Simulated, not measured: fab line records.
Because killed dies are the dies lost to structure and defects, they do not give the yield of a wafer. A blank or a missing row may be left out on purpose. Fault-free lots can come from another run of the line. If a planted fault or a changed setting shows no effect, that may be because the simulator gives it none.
Chamber matching / flow berkeley cmos170 / rie si-01 running UCB170_GATE_ETCH_15: 4 sister chambers
The step etches poly-Si in HBr/Cl2, stops on SiO2, time 56.3 s, target depth 278.2 nm. 4 wafers are shown with their chamber, then 7 later ones without.

WAFERS, EACH WITH ITS CHAMBER
wafer=L611.4; chamber=2; drypump motor current A (A)=6.0
wafer=L611.5; chamber=1; drypump motor current A (A)=5.5
wafer=L613.2; chamber=0; drypump motor current A (A)=6.3
wafer=L613.3; chamber=3; drypump motor current A (A)=5.3

WAFERS MISSING THEIR CHAMBER
wafer=L613.4; drypump motor current A (A)=5.6
wafer=L618.2; drypump motor current A (A)=6.3
wafer=L618.3; drypump motor current A (A)=5.3
wafer=L618.6; drypump motor current A (A)=5.6
wafer=L620.3; drypump motor current A (A)=5.3
wafer=L620.4; drypump motor current A (A)=6.3
wafer=L620.5; drypump motor current A (A)=6.3

THE CHAMBER EACH PASSED THROUGH
wafer=L613.4; from the rows above=1; in truth=1
wafer=L618.2; from the rows above=0; in truth=0
wafer=L618.3; from the rows above=3; in truth=3
wafer=L618.6; from the rows above=1; in truth=1
wafer=L620.3; from the rows above=3; in truth=3
wafer=L620.4; from the rows above=0; in truth=0
wafer=L620.5; from the rows above=0; in truth=0
Placed correctly: 7 of 7. From these rows, 0 cannot be placed. Wrongly placed: 0.
How it was worked out, from the rows above alone: a wafer's distance from a chamber is the root of the sum, over the readings, of the square of ((its reading less the chamber's mean) divided by the reading's scatter). The wafer belongs to the nearest chamber; if the next one is less than 2 further off, it can't be placed. The mean given for a chamber averages the wafers shown for that chamber. The scatter: root of mean squared gap, hidden wafer to nearest shown wafer, with one shown wafer a chamber.
